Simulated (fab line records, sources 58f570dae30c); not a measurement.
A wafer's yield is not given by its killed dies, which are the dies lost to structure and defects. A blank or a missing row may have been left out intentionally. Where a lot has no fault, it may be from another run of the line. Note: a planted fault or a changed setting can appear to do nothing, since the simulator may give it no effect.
fab line records	flow berkeley-cmos170
[record] lots = 6	wafers = 16	last-day = 12
route steps=331 shown V1@260 M2@271 V2@292 M3@331
lots with no fault: from the same line, run without faults
start-h: hours from the record's first day to the start of the lot's first wafer shown	wait-h: time in hours since the lot's previous step	" repeats the value in the row above	L1.1+2: a row that stands for several wafers	- value missing, or start not given	* or withheld: withheld	< > ~ a bound
route shown NAME@n: names a module that has steps shown in the file, with the first one's number in the route	usual: mean and standard deviation over wafers with no fault	same: alike in all rows	chamber/n: place in a boat	sites: per-site readings	_std_site: the standard deviation of these	_edge_site: inner sites' mean taken away from outer sites' mean	radius-mm: for every site, how far away it sits from the centre of the wafer	mask NAME#n: copy n	behind: the last tool/chamber to shape the wafer	hold: why the lot went on hold/how many hours it stayed there/how the hold came to an end	device: transistor that didn't switch, given as n, p or np	end of line: the tests these same wafers got at the end of their route	for a step that has no rows: nothing shown but its recipe	killed: the dies lost at the first sort to structure and to defects; this is not the yield of the wafer	map: a wafer's dies, marking killed ones x, the rest . and places with no die _
set.NAME: the setting that was run; set.NAME@STEP: the one run at that earlier step	model.NAME: the simulator's own value behind a step, which no gauge read
lots at selected steps of the route; one table per step, one row per wafer
services: the hour from which a tool's chamber was out of use, counted from the record's first day as start-h (under 0 if before that day), plus the number of hours and why
[[steps]]
[step UCB170_V1_HMDS_06]
[recipe] prime-time-s = 60	prime-temp-c = 100
[step UCB170_V1_COAT_07]
[recipe] resist = KrF	spin-rpm = 1500	resist-thk-nm = 900
[step UCB170_V1_SOFTBAKE_08]
[recipe] resist = KrF	temp-c = 130	time-s = 60
[step UCB170_V1_EXPOSE_09]
[recipe] mask-id = VIA1	target-cd-nm = 700	na = 0.5	sigma-outer = 0.6	source-shape = conventional	dose-mj = 37
[step UCB170_V1_PEB_10]
[recipe] peb-temp-c = 130	peb-time-s = withheld	resist = KrF
[step UCB170_V1_DEVELOP_11]
[recipe] developer = TMAH	develop-time-s = 45	resist = KrF	dev-temp-c = 21
[step UCB170_V1_CD_MEAS_12]
[recipe] target-cd-nm = 700
[usual] cd-nm = 700.4/1.5
lot.wafer	tool	chamber	start-h	wait-h	cd-nm
L584.3	cd-sem-02	-	185.41	-	700.2
L584.4	"	-	"	"	699.2
L584.6	"	-	"	"	700.0
L596.3	cd-sem-02	-	239.05	-	697.7
L596.4	"	-	"	"	700.3
L596.5	"	-	"	"	699.2
L606.3	cd-sem-01	-	275.08	-	696.7
L606.5	"	-	"	"	697.7
L606.6	"	-	"	"	697.0
L605.6	cd-sem-01	-	276.83	-	698.9
L607.1	cd-sem-02	-	277.97	-	701.7
L607.2	"	-	"	"	702.0
L607.5	"	-	"	"	701.7
L602.2	cd-sem-02	-	278.67	-	701.5
L602.5	"	-	"	"	701.7
L602.6	"	-	"	"	700.1
[step UCB170_V1_OVL_MEAS_13]
[usual] V1_OVL = 0/6.3
lot.wafer	tool	chamber	start-h	wait-h	V1_OVL[nm]
L584.3	overlay-02	-	185.50	0.1	2
L584.4	"	-	"	"	-9
L584.6	"	-	"	"	1
L596.3	overlay-02	-	239.14	0.1	1
L596.4	"	-	"	"	-12
L596.5	"	-	"	"	-3
L606.3	overlay-02	-	275.17	0.1	-12
L606.5	"	-	"	"	-2
L606.6	"	-	"	"	2
L605.6	overlay-02	-	276.88	0.0	5
L607.1	overlay-01	-	278.09	0.1	-7
L607.2	"	-	"	"	-2
L607.5	"	-	"	"	-5
L602.2	overlay-01	-	278.78	0.1	2
L602.5	"	-	"	"	-2
L602.6	"	-	"	"	1
[step UCB170_V1_ETCH_14]
[recipe] chemistry = CHF3/CF4/Ar	target = SiO2	stop-on = Al	CHF3_flow_sccm = 45	cf4-flow-sccm = 15	Ar_flow_sccm = 150	pressure-mtorr = 200	rf-w = 700	target-depth-a = 12500	over-etch-frac = 0.25	time-s = 291
[usual] cf4-flow-sccm = 15.01/0.047	drypump-motor-current-A = 5.6/0.39	oes-product-au = 0.875/0.013	throttle-valve-pct = 7.04/0.085
[same] time-s = 291
lot.wafer	tool	chamber	start-h	wait-h	cf4-flow-sccm	drypump-motor-current-A	oes-product-au	rf-hours-counter-h	throttle-valve-pct
L584.3	rie-diel-02	3	185.52	0.0	15.01	5.0	0.884	12	7.12
L584.4	"	2	"	"	15.00	5.8	0.889	55	7.22
L584.6	"	0	"	"	15.02	5.5	0.855	-	7.06
L596.3	rie-diel-04	3	239.17	0.0	15.01	5.3	0.870	114	7.12
L596.4	"	1	"	"	15.05	6.1	0.888	14	6.95
L596.5	"	3	"	"	15.04	5.3	0.864	-	7.11
L606.3	rie-diel-04	3	275.19	0.0	14.99	5.2	0.869	116	7.12
L606.5	"	1	"	"	15.07	6.2	0.886	-	6.95
L606.6	"	2	"	"	15.07	5.9	0.860	-	7.10
L605.6	rie-diel-02	1	276.98	0.1	15.03	5.9	0.880	-	6.90
L607.1	rie-diel-02	3	278.12	0.0	14.92	5.0	0.888	16	7.10
L607.2	"	0	"	"	14.96	5.5	0.861	31	7.05
L607.5	"	3	"	"	14.96	5.0	0.890	-	7.10
L602.2	rie-diel-02	2	278.81	0.0	14.93	5.8	0.887	58	7.23
L602.5	"	0	"	"	15.03	5.5	0.854	-	7.06
L602.6	"	1	"	"	15.01	5.9	0.880	-	6.88
[step UCB170_V1_STRIP_15]
[recipe] chemistry = O2	power-w = 400	pressure-mtorr = 3500	platen-temp-c = withheld	o2-flow-sccm = 400	overash-fraction = 0.5
[step UCB170_V1_CD_MEAS_90]
[recipe] target-cd-nm = 700
[usual] cd-nm = 700.4/1.9
lot.wafer	tool	chamber	start-h	wait-h	cd-nm
L584.3	cd-sem-02	-	185.84	0.1	700.2
L584.4	"	-	"	"	699.9
L584.6	"	-	"	"	699.3
L596.3	cd-sem-01	-	239.49	0.1	696.7
L596.4	"	-	"	"	699.3
L596.5	"	-	"	"	698.1
L606.3	cd-sem-02	-	275.51	0.1	695.7
L606.5	"	-	"	"	696.9
L606.6	"	-	"	"	695.4
L605.6	cd-sem-02	-	277.27	0.1	700.0
L607.1	cd-sem-01	-	278.40	0.1	703.2
L607.2	"	-	"	"	702.9
L607.5	"	-	"	"	702.6
L602.2	cd-sem-02	-	279.11	0.1	702.5
L602.5	"	-	"	"	701.5
L602.6	"	-	"	"	700.2
[step UCB170_M2_PRE_CLEAN_00]
[recipe] gas = Ar	preclean-etch-time-s = 60
[step UCB170_M2_SPUTTER_01]
[recipe] material = Al	target-thk-nm = 900	time-s = 120	power-w = 6000	chamber-pressure-pa = 0.5
[usual] throttle-valve-pct = 29.3/1.4
lot.wafer	tool	chamber	start-h	wait-h	throttle-valve-pct	model.Al_of_M2_SPUTTER_01.thk-nm
L584.3	pvd-sputter-02	-	185.99	0.0	27.8	913.3
L584.4	"	-	"	"	28.6	913.4
L584.6	"	-	"	"	28.5	907.7
L596.3	pvd-sputter-03	-	239.63	0.0	29.8	895.2
L596.4	"	-	"	"	29.1	905.9
L596.5	"	-	"	"	28.8	910.6
L606.3	pvd-sputter-04	-	275.66	0.0	32.3	890.9
L606.5	"	-	"	"	32.2	897.4
L606.6	"	-	"	"	28.1	899.8
L605.6	pvd-sputter-03	-	277.40	0.0	31.4	345.4
L607.1	pvd-sputter-02	-	278.59	0.0	28.4	909.8
L607.2	"	-	"	"	28.0	908.8
L607.5	"	-	"	"	28.6	907.2
L602.2	pvd-sputter-03	-	279.27	0.0	29.2	893.3
L602.5	"	-	"	"	28.4	911.7
L602.6	"	-	"	"	31.4	348.1
[step UCB170_M2_RS_MEAS_02]
[recipe] thk-meas-gauge = four-point-probe	reads = Al_of_M2_SPUTTER_01
[usual] M2_AL_RS = 0.0320/0.00032
lot.wafer	tool	chamber	start-h	wait-h	hold	M2_AL_RS[ohm/sq]
L584.3	film-metro-01	-	186.11	0.1	-	0.0317
L584.4	"	-	"	"	-	0.0317
L584.6	"	-	"	"	-	0.0319
L596.3	film-metro-03	-	239.76	0.1	-	0.0323
L596.4	"	-	"	"	-	0.0320
L596.5	"	-	"	"	-	0.0318
L606.3	film-metro-01	-	275.78	0.1	-	0.0325
L606.5	"	-	"	"	-	0.0322
L606.6	"	-	"	"	-	0.0322
L605.6	film-metro-01	-	277.54	0.1	await-dispo/0.2h/release	0.0853
L605.6	film-metro-01	-	277.83	0.3	-	0.0854
L607.1	film-metro-01	-	278.67	0.0	-	0.0318
L607.2	"	-	"	"	-	0.0319
L607.5	"	-	"	"	-	0.0320
L602.2	film-metro-03	-	279.38	0.1	await-dispo/0.2h/release	0.0324
L602.5	"	-	"	"	await-dispo/0.2h/release	0.0318
L602.6	"	-	"	"	await-dispo/0.2h/release	0.0846
L602.2	film-metro-03	-	279.82	0.4	-	0.0325
L602.5	"	-	"	"	-	0.0318
L602.6	"	-	"	"	-	0.0847
[step UCB170_M2_THK_MEAS_03]
[recipe] thk-meas-gauge = xrf	reads = Al_of_M2_SPUTTER_01
[usual] M2_AL_THK = 918/9.8
lot.wafer	tool	chamber	start-h	wait-h	hold	M2_AL_THK[nm]
L584.3	film-metro-01	-	186.21	0.1	-	925
L584.4	"	-	"	"	-	926
L584.6	"	-	"	"	-	917
L596.3	film-metro-03	-	239.86	0.1	-	911
L596.4	"	-	"	"	-	921
L596.5	"	-	"	"	-	927
L606.3	film-metro-01	-	275.88	0.1	-	906
L606.5	"	-	"	"	-	907
L606.6	"	-	"	"	-	913
L607.1	film-metro-01	-	278.79	0.1	-	922
L607.2	"	-	"	"	-	921
L607.5	"	-	"	"	-	917
L605.6	film-metro-01	-	279.67	1.8	await-dispo/0.2h/release	352
L605.6	film-metro-01	-	279.89	0.2	-	351
L602.2	film-metro-03	-	281.66	1.8	await-dispo/0.2h/release	912
L602.5	"	-	"	"	await-dispo/0.2h/release	931
L602.6	"	-	"	"	await-dispo/0.2h/release	355
L602.2	film-metro-03	-	281.89	0.2	-	908
L602.5	"	-	"	"	-	926
L602.6	"	-	"	"	-	353
[step UCB170_M2_COAT_05]
[recipe] resist = KrF	spin-rpm = 1500	resist-thk-nm = 900
[step UCB170_M2_SOFTBAKE_06]
[recipe] resist = KrF	temp-c = 130	time-s = 60
[step UCB170_M2_STRIP_07]
[recipe] chemistry = O2	power-w = 400	pressure-mtorr = 3500	platen-temp-c = withheld	o2-flow-sccm = 400	overash-fraction = 0.5
[usual] drypump-motor-current-A = 5.6/0.33	oes-product-au = 0.734/0.0047	strip-time-to-endpoint-s = 21.96/0.074
lot.wafer	tool	chamber	start-h	wait-h	drypump-motor-current-A	oes-product-au	rf-hours-counter-h	strip-time-to-endpoint-s
L584.3	plasma-asher-04	0	186.73	0.1	5.6	0.730	-	21.90
L584.4	"	1	"	"	5.3	0.736	-	21.87
L584.6	"	1	"	"	5.3	0.738	-	21.94
L596.3	plasma-asher-02	0	240.38	0.1	5.8	0.730	-	21.93
L596.4	"	1	"	"	6.4	0.741	-	22.03
L596.5	"	1	"	"	6.4	0.743	-	21.98
L606.3	plasma-asher-02	0	276.40	0.1	5.8	0.740	-	21.92
L606.5	"	0	"	"	5.8	0.733	-	21.94
L606.6	"	1	"	"	6.4	0.734	-	21.98
L607.1	plasma-asher-04	1	279.53	0.1	5.3	0.741	58	21.83
L607.2	"	0	"	"	5.7	0.739	58	21.80
L607.5	"	0	"	"	5.6	0.734	-	21.88
L605.6	plasma-asher-04	1	281.89	0.1	5.3	0.738	-	22.02
L602.2	plasma-asher-04	0	284.59	0.1	5.6	0.734	58	22.10
L602.5	"	1	"	"	5.3	0.728	-	22.09
L602.6	"	0	"	"	5.6	0.740	-	22.01
[step UCB170_M2_STRIP_08]
[recipe] chemistry = DMSO	temp-c = 80	time-s = 600	material = KrF
[step UCB170_M2_COAT_09]
[recipe] resist = BARC	temp-c = withheld	time-s = withheld	spin-rpm = 3000	resist-thk-nm = withheld
[step UCB170_M2_COAT_10]
[recipe] resist = KrF	spin-rpm = 1500	resist-thk-nm = 900
[step UCB170_M2_SOFTBAKE_11]
[recipe] resist = KrF	temp-c = 130	time-s = 60
[step UCB170_M2_EXPOSE_12]
[recipe] mask-id = METAL2	target-cd-nm = 700	na = 0.5	sigma-outer = 0.6	source-shape = conventional	dose-mj = 26
[step UCB170_M2_PEB_13]
[recipe] peb-temp-c = 130	peb-time-s = withheld	resist = KrF
[step UCB170_M2_DEVELOP_14]
[recipe] developer = TMAH	develop-time-s = 45	resist = KrF	dev-temp-c = 21
[step UCB170_M2_CD_MEAS_15]
[recipe] target-cd-nm = 700
[usual] cd-nm = 699.9/1.7
lot.wafer	tool	chamber	start-h	wait-h	cd-nm
L584.3	cd-sem-01	-	188.49	-	699.3
L584.4	"	-	"	"	698.1
L584.6	"	-	"	"	699.1
L596.3	cd-sem-02	-	241.95	-	695.9
L596.4	"	-	"	"	696.2
L596.5	"	-	"	"	695.2
L606.3	cd-sem-02	-	277.86	-	698.6
L606.5	"	-	"	"	698.8
L606.6	"	-	"	"	698.2
L607.1	cd-sem-02	-	281.38	-	700.6
L607.2	"	-	"	"	701.1
L607.5	"	-	"	"	701.5
L605.6	cd-sem-01	-	283.24	-	698.9
L602.2	cd-sem-02	-	286.38	-	698.7
L602.5	"	-	"	"	698.7
L602.6	"	-	"	"	698.9
[step UCB170_M2_OVL_MEAS_16]
[usual] M2_OVL = 1/5.8
lot.wafer	tool	chamber	start-h	wait-h	M2_OVL[nm]
L584.3	overlay-02	-	188.59	0.1	-8
L584.4	"	-	"	"	-6
L584.6	"	-	"	"	-1
L596.3	overlay-02	-	242.05	0.1	3
L596.4	"	-	"	"	3
L596.5	"	-	"	"	2
L606.3	overlay-01	-	277.95	0.1	4
L606.5	"	-	"	"	-4
L606.6	"	-	"	"	9
L607.1	overlay-02	-	281.50	0.1	17
L607.2	"	-	"	"	13
L607.5	"	-	"	"	13
L605.6	overlay-01	-	283.29	0.0	-7
L602.2	overlay-02	-	286.49	0.1	-1
L602.5	"	-	"	"	2
L602.6	"	-	"	"	0
[step UCB170_M2_ETCH_17]
[recipe] chemistry = N2/H2	target-depth-a = withheld	overetch-a = withheld	target = BARC	time-s = withheld	source-w = 500	bias-w = 100	pressure-mtorr = 30	n2-flow-sccm = 100	h2-flow-sccm = 200
[usual] drypump-motor-current-A = 5.5/0.4	n2-flow-sccm = 100.0/0.3	oes-product-au = 1.002/0.024	throttle-valve-pct = 13.40/0.18
lot.wafer	tool	chamber	start-h	wait-h	drypump-motor-current-A	n2-flow-sccm	oes-product-au	throttle-valve-pct
L584.3	rie-diel-04	2	188.61	0.0	5.9	100.2	0.964	13.68
L584.4	"	3	"	"	5.3	100.4	0.995	13.51
L584.6	"	2	"	"	5.9	100.3	0.963	13.69
L596.3	rie-diel-02	3	242.07	0.0	5.0	100.4	1.009	13.61
L596.4	"	0	"	"	5.5	100.1	0.974	13.39
L596.5	"	2	"	"	5.9	99.9	1.047	13.55
L606.3	rie-diel-03	2	277.98	0.0	5.1	100.0	1.037	13.47
L606.5	"	3	"	"	5.7	99.9	0.981	13.08
L606.6	"	0	"	"	5.0	99.9	1.002	13.25
L607.1	rie-diel-02	0	281.53	0.0	5.5	100.2	0.976	13.37
L607.2	"	1	"	"	5.9	99.9	1.023	13.18
L607.5	"	1	"	"	6.0	100.2	1.032	13.19
L605.6	rie-diel-03	2	283.35	0.1	5.1	100.1	1.025	13.49
L602.2	rie-diel-02	3	286.52	0.0	5.0	100.3	1.005	13.58
L602.5	"	1	"	"	5.9	100.3	1.014	13.19
L602.6	"	0	"	"	5.5	100.1	0.968	13.36
[step UCB170_M2_METAL_ETCH_18]
[recipe] chemistry = Cl2/BCl3	target = Al	stop-on = SiO2	pressure-mtorr = 12	target-depth-a = 11700	over-etch-frac = 0.3	time-s = 195	icp-w = 600	bias-w = 120	Cl2_flow_sccm = 90	bcl3-flow-sccm = 45
[usual] drypump-motor-current-A = 5.99/0.19	mfc-cl2-sccm = 89.98/0.26	oes-product-au = 0.871/0.011	throttle-valve-pct = 24.28/0.23
[same] time-s = 195
lot.wafer	tool	chamber	start-h	wait-h	drypump-motor-current-A	mfc-cl2-sccm	oes-product-au	rf-hours-counter-h	throttle-valve-pct
L584.3	rie-metal-04	0	188.71	-	6.14	89.91	0.866	-	23.84
L584.4	"	1	"	"	5.98	89.64	0.862	-	24.35
L584.6	"	1	"	"	5.96	89.52	0.857	-	24.33
L596.3	rie-metal-02	0	242.17	-	6.24	89.99	0.884	-	24.42
L596.4	"	1	"	"	6.05	89.84	0.880	-	24.32
L596.5	"	0	"	"	6.26	89.71	0.888	-	24.40
L606.3	rie-metal-02	0	278.08	-	6.29	90.20	0.880	-	24.40
L606.5	"	1	"	"	6.07	89.96	0.870	-	24.35
L606.6	"	0	"	"	6.28	89.99	0.885	-	24.42
L607.1	rie-metal-02	1	281.58	-	6.06	90.64	0.881	11.6	24.33
L607.2	"	0	"	"	6.26	90.09	0.884	10.0	24.41
L607.5	"	1	"	"	6.06	90.10	0.879	-	24.34
L605.6	rie-metal-03	0	283.50	-	5.68	89.60	0.568	-	24.22
L602.2	rie-metal-02	0	286.56	-	6.29	89.83	0.873	10.2	24.42
L602.5	"	1	"	"	6.09	89.98	0.876	-	24.34
L602.6	"	0	"	"	6.25	89.72	0.584	-	24.57
[step UCB170_M2_STRIP_19]
[recipe] chemistry = O2	power-w = 400	pressure-mtorr = 3500	platen-temp-c = withheld	o2-flow-sccm = 400	overash-fraction = 0.5
[step UCB170_M2_CD_MEAS_90]
[recipe] target-cd-nm = 700
[usual] cd-nm = 700.6/2.5
lot.wafer	tool	chamber	start-h	wait-h	cd-nm
L584.3	cd-sem-01	-	188.98	0.1	697.3
L584.4	"	-	"	"	696.2
L584.6	"	-	"	"	697.0
L596.3	cd-sem-02	-	242.44	0.1	696.5
L596.4	"	-	"	"	701.1
L596.5	"	-	"	"	695.7
L606.3	cd-sem-02	-	278.40	0.1	700.8
L606.5	"	-	"	"	698.4
L606.6	"	-	"	"	701.0
L607.1	cd-sem-01	-	281.86	0.1	701.9
L607.2	"	-	"	"	704.3
L607.5	"	-	"	"	701.9
L605.6	cd-sem-02	-	283.76	0.1	701.6
L602.2	cd-sem-01	-	286.87	0.1	701.4
L602.5	"	-	"	"	698.6
L602.6	"	-	"	"	700.3
[step UCB170_V2_CVD_00]
[recipe] material = SiO2	target-thk-nm = 2000	temp-c = 390	precursor = TEOS/O2	time-s = 250	rf-w = 550	pressure-mtorr = 9000
[usual] heater-power-w = 252/52
[same] time-s = 250
lot.wafer	tool	chamber	start-h	wait-h	heater-power-w	since-wet-clean-h
L584.3	pecvd-02	0	189.06	0.1	258	40
L584.4	"	2	"	"	194	-
L584.6	"	0	"	"	319	-
L596.3	pecvd-02	0	242.60	0.1	237	-
L596.4	"	2	"	"	270	-
L596.5	"	0	"	"	312	-
L606.3	pecvd-02	1	278.48	0.1	252	129
L606.5	"	1	"	"	170	-
L606.6	"	0	"	"	238	-
L607.1	pecvd-04	0	281.98	0.1	243	25
L607.2	"	1	"	"	223	25
L607.5	"	0	"	"	161	-
L605.6	pecvd-01	0	283.86	0.1	207	-
L602.2	pecvd-01	2	286.97	0.1	358	366
L602.5	"	2	"	"	251	-
L602.6	"	1	"	"	185	-
[step UCB170_V2_THK_MEAS_01]
[recipe] reads = SiO2_of_V2_CVD_00
[usual] V2_TEOS_THK = 1999/23
lot.wafer	tool	chamber	start-h	wait-h	V2_TEOS_THK[nm]
L584.3	film-metro-03	-	189.24	0.1	2009
L584.4	"	-	"	"	1997
L584.6	"	-	"	"	2019
L596.3	film-metro-04	-	242.77	0.1	2043
L596.4	"	-	"	"	2024
L596.5	"	-	"	"	2028
L606.3	film-metro-02	-	278.66	0.1	1975
L606.5	"	-	"	"	2020
L606.6	"	-	"	"	1997
L607.1	film-metro-04	-	282.14	0.1	2022
L607.2	"	-	"	"	1986
L607.5	"	-	"	"	2026
L605.6	film-metro-04	-	283.99	0.1	2003
L602.2	film-metro-03	-	287.13	0.1	1978
L602.5	"	-	"	"	2017
L602.6	"	-	"	"	2031
[step UCB170_V2_CMP_02]
[recipe] material = SiO2	down-force-psi = 6	platen-rpm = 60	pad-velocity-m-s = 0.75398
[usual] motor-current-A = 15.3/0.97
lot.wafer	tool	chamber	start-h	wait-h	motor-current-A
L584.3	cmp-01	0	189.33	0.1	14.4
L584.4	"	2	"	"	16.0
L584.6	"	0	"	"	15.1
L596.3	cmp-01	3	242.86	0.1	17.1
L596.4	"	0	"	"	14.5
L596.5	"	3	"	"	16.1
L606.3	cmp-02	1	278.75	0.1	16.2
L606.6	"	0	"	"	13.9
L606.5	"	1	"	"	17.0
L607.1	cmp-02	0	282.30	0.1	13.9
L607.2	"	1	"	"	15.8
L607.5	"	3	"	"	15.9
L605.6	cmp-01	1	284.20	0.2	14.8
L602.2	cmp-02	2	288.49	1.3	14.8
L602.5	"	2	"	"	13.9
L602.6	"	3	"	"	16.0
[step UCB170_V2_BOW_MEAS_03]
[recipe] mode = bow
[usual] V2_BOW = 38/6.8
lot.wafer	tool	chamber	start-h	wait-h	V2_BOW[um]
L584.3	film-metro-02	-	189.62	0.2	48
L584.4	"	-	"	"	40
L584.6	"	-	"	"	45
L596.3	film-metro-02	-	243.15	0.2	48
L596.4	"	-	"	"	41
L596.5	"	-	"	"	39
L606.3	film-metro-02	-	279.04	0.2	40
L606.5	"	-	"	"	43
L606.6	"	-	"	"	36
L607.1	film-metro-02	-	282.50	0.1	26
L607.2	"	-	"	"	39
L607.5	"	-	"	"	42
L605.6	film-metro-03	-	284.40	0.1	31
L602.2	film-metro-03	-	288.81	0.3	36
L602.5	"	-	"	"	45
L602.6	"	-	"	"	46
[step UCB170_V2_THK_MEAS_04]
[recipe] reads = SiO2_of_V2_CVD_00
[usual] V2_POLISHED_THK = 999.9/1.2
lot.wafer	tool	chamber	start-h	wait-h	V2_POLISHED_THK[nm]
L584.3	film-metro-02	-	189.72	0.1	1001.4
L584.4	"	-	"	"	1000.0
L584.6	"	-	"	"	1000.9
L596.3	film-metro-02	-	243.25	0.1	1001.7
L596.4	"	-	"	"	999.9
L596.5	"	-	"	"	999.4
L606.3	film-metro-02	-	279.14	0.1	999.9
L606.5	"	-	"	"	998.1
L606.6	"	-	"	"	998.8
L607.1	film-metro-02	-	282.62	0.1	999.5
L607.2	"	-	"	"	998.5
L607.5	"	-	"	"	996.8
L605.6	film-metro-03	-	284.47	0.1	1000.0
L602.2	film-metro-03	-	288.92	0.1	1000.3
L602.5	"	-	"	"	1000.7
L602.6	"	-	"	"	998.9
[step UCB170_V2_CLEAN_05]
[recipe] chemistry = DIW
[step UCB170_V2_HMDS_06]
[recipe] prime-time-s = 60	prime-temp-c = 100
[step UCB170_V2_COAT_07]
[recipe] resist = KrF	spin-rpm = 1500	resist-thk-nm = 900
[step UCB170_V2_SOFTBAKE_08]
[recipe] resist = KrF	temp-c = 130	time-s = 60
[step UCB170_V2_EXPOSE_09]
[recipe] mask-id = VIA2	target-cd-nm = 700	na = 0.5	sigma-outer = 0.6	source-shape = conventional	dose-mj = 37
[step UCB170_V2_ETCH_14]
[recipe] chemistry = CHF3/CF4/Ar	target = SiO2	stop-on = Al	CHF3_flow_sccm = 45	cf4-flow-sccm = 15	Ar_flow_sccm = 150	pressure-mtorr = 200	rf-w = 700	target-depth-a = 12500	over-etch-frac = 0.25	time-s = 291
[usual] cf4-flow-sccm = 15.00/0.042	drypump-motor-current-A = 5.6/0.41	oes-product-au = 0.871/0.013	throttle-valve-pct = 7.01/0.074
[same] time-s = 291
lot.wafer	tool	chamber	start-h	wait-h	cf4-flow-sccm	drypump-motor-current-A	oes-product-au	rf-hours-counter-h	throttle-valve-pct	model.Al_of_M2_SPUTTER_01.thk-nm
L584.3	rie-diel-01	0	194.02	0.0	15.02	5.7	0.869	25	7.01	913.3
L584.4	"	1	"	"	14.99	5.3	0.881	103	7.07	913.4
L584.6	"	2	"	"	14.95	5.2	0.871	-	6.96	907.5
L596.3	rie-diel-01	0	244.64	0.0	15.06	5.7	0.873	27	7.03	895.2
L596.4	"	2	"	"	14.96	5.2	0.872	65	6.95	905.7
L596.5	"	0	"	"	15.05	5.7	0.878	-	7.00	910.6
L606.3	rie-diel-04	3	280.69	0.0	15.00	5.3	0.855	116	7.13	890.7
L606.5	"	3	"	"	14.97	5.3	0.865	-	7.12	897.2
L606.6	"	2	"	"	14.97	5.9	0.851	-	7.10	899.8
L607.1	rie-diel-04	3	284.18	0.0	14.96	5.3	0.863	117	7.11	909.6
L607.2	"	0	"	"	14.98	6.2	0.858	26	7.05	908.8
L607.5	"	3	"	"	14.96	5.2	0.852	-	7.12	907
L605.6	rie-diel-03	1	286.00	0.1	15.02	5.8	0.844	-	7.04	345.1
L602.2	rie-diel-01	3	290.17	0.0	14.96	6.1	0.891	128	6.99	893.3
L602.5	"	0	"	"	15.10	5.7	0.876	-	7.00	911.7
L602.6	"	3	"	"	14.98	6.1	0.881	-	6.98	348
[step UCB170_M3_PROBE_99]
lot.wafer	tool	chamber	start-h	wait-h	model.etest.antenna-m2.gate-log10-a-cm2	model.etest.antenna-m2.vt-shift-v
L584.3	prober-02	-	198.88	0.2	-7.676	-0.01572
L584.4	prober-02	-	198.93	0.2	-7.658	-0.01636
L584.6	prober-02	-	199.03	0.2	-7.858	-0.01603
L596.3	prober-01	-	248.24	0.2	-8.11	-0.01402
L596.4	prober-01	-	248.29	0.2	-8.13	-0.005304
L596.5	prober-01	-	248.34	0.2	-8.425	-0.01396
L606.3	prober-02	-	284.47	0.2	-7.352	-0.01527
L606.5	prober-02	-	284.57	0.2	-7.431	-0.01215
L606.6	prober-02	-	284.62	0.2	-7.888	-0.01062
L607.1	prober-02	-	287.33	0.1	-7.499	-0.01144
L607.2	prober-02	-	287.38	0.1	-7.01	-0.01292
L607.5	prober-02	-	287.53	0.2	-7.145	-0.01499
L605.6	prober-01	-	289.25	0.2	-7.165	-0.02476
L602.2	prober-02	-	293.24	0.1	-7.541	-0.01772
L602.5	prober-02	-	293.39	0.2	-7.778	-0.0134
L602.6	prober-02	-	293.44	0.2	-7.047	-0.02936
// killed by level:class
L584.3 FIELD:geometric-particle:open=1 SACOX:geometric-particle:open=1 SILICIDE:geometric-particle:short=1
L584.4 SILICIDE:geometric-particle:open=1 V1:geometric-particle:short=1 M3:geometric-particle:open=1
L584.6 SILICIDE:geometric-particle:short=1
L596.3 M1:geometric-particle:short=1 M2:geometric-particle:short=1
L596.4 START:geometric-particle:short=1 CONTACT:geometric-particle:open=1 M1:geometric-particle:short=1
L596.5 START:geometric-particle:short=1 SACOX:geometric-particle:open=1 CONTACT:geometric-particle:short=1 V2:geometric-particle:open=1 ACTIVE:area-etch=1
L606.3 FIELD:geometric-particle:open=1 GATE:geometric-particle:short=1
L606.5 FIELD:geometric-particle:open=1 FIELD:geometric-particle:short=1
L607.1 START:geometric-particle:short=2 WELLDRIVE:geometric-particle:short=1 V2:geometric-particle:short=1 ACTIVE:area-etch=1
L607.2 GATE:geometric-particle:short=1 SPACER:geometric-particle:short=1
L607.5 WELLDRIVE:geometric-particle:short=1 FIELD:geometric-particle:short=1 M3:geometric-particle:short=1
[[services]]
tool	chamber	start-h	hours	kind
rie-diel-02	3	163.72	9.1	repair
cmp-02	-	165.02	0.9	repair
cmp-01	-	166.38	2.2	repair
cmp-01	-	169.83	0.8	repair
cmp-02	-	173.17	1.0	repair
rie-diel-01	-	177.25	1.1	repair
rie-diel-02	-	190.51	1.9	repair
rie-diel-04	2	191.99	2.7	repair
cmp-01	-	198.24	0.4	repair
rie-diel-01	1	202.67	4.7	repair
rie-diel-04	1	210.17	17.9	repair
cmp-01	-	220.94	1.6	repair
cmp-02	-	221.84	1.6	repair
rie-diel-01	3	230.81	1.5	repair
rie-diel-04	1	232.11	2.4	repair
cmp-02	-	233.88	4.0	pm
cmp-01	-	237.88	3.8	pm
pecvd-02	1	238.24	20.9	repair
cmp-01	-	241.01	1.4	repair
rie-diel-02	-	248.54	0.3	repair
cmp-01	-	250.17	1.5	repair
pecvd-02	-	254.14	0.8	repair
rie-diel-04	-	254.49	0.5	repair
cmp-02	-	256.64	6.7	pm
[[key]]
[first-sign] step = UCB170_M2_RS_MEAS_02	reading = visit	direction = added
[effect] step = UCB170_M2_RS_MEAS_02	reading = M2_AL_RS	direction = up	sigmas = 99+	usual = 0.0320	struck = 0.0850
[effect] step = UCB170_M2_THK_MEAS_03	reading = visit	direction = added
[effect] step = UCB170_M2_THK_MEAS_03	reading = M2_AL_THK	direction = down	sigmas = 58	usual = 918	struck = 353
[effect] step = UCB170_M2_METAL_ETCH_18	reading = oes-product-au	direction = down	sigmas = 27	usual = 0.871	struck = 0.576
[model-effect] step = UCB170_M2_SPUTTER_01	value = Al_of_M2_SPUTTER_01.thk-nm	without = 904.1	struck = 346.7
[model-effect] step = UCB170_V2_ETCH_14	value = Al_of_M2_SPUTTER_01.thk-nm	without = 903.9	struck = 346.6
[model-effect] step = UCB170_M3_PROBE_99	value = etest.antenna-m2.gate-log10-a-cm2	without = -7.627	struck = -7.106
met-at UCB170_M2_SPUTTER_01
struck-wafers L602.6,L605.6
sort-left-out L602.6,L605.6
[fault] kind = process-parameter-drift	tool = pvd-sputter-03	chamber = -	onset-h = 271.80	steps = UCB170_M2_SPUTTER_01	channel = time-s	offset = *	shape = step	end-h = 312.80	acts-in = *	stated = *	scope = struck-wafers-only
// sort-left-out: the simulated sort isn't trusted on such a fault, so these wafers' sort isn't shown, and their yield isn't known
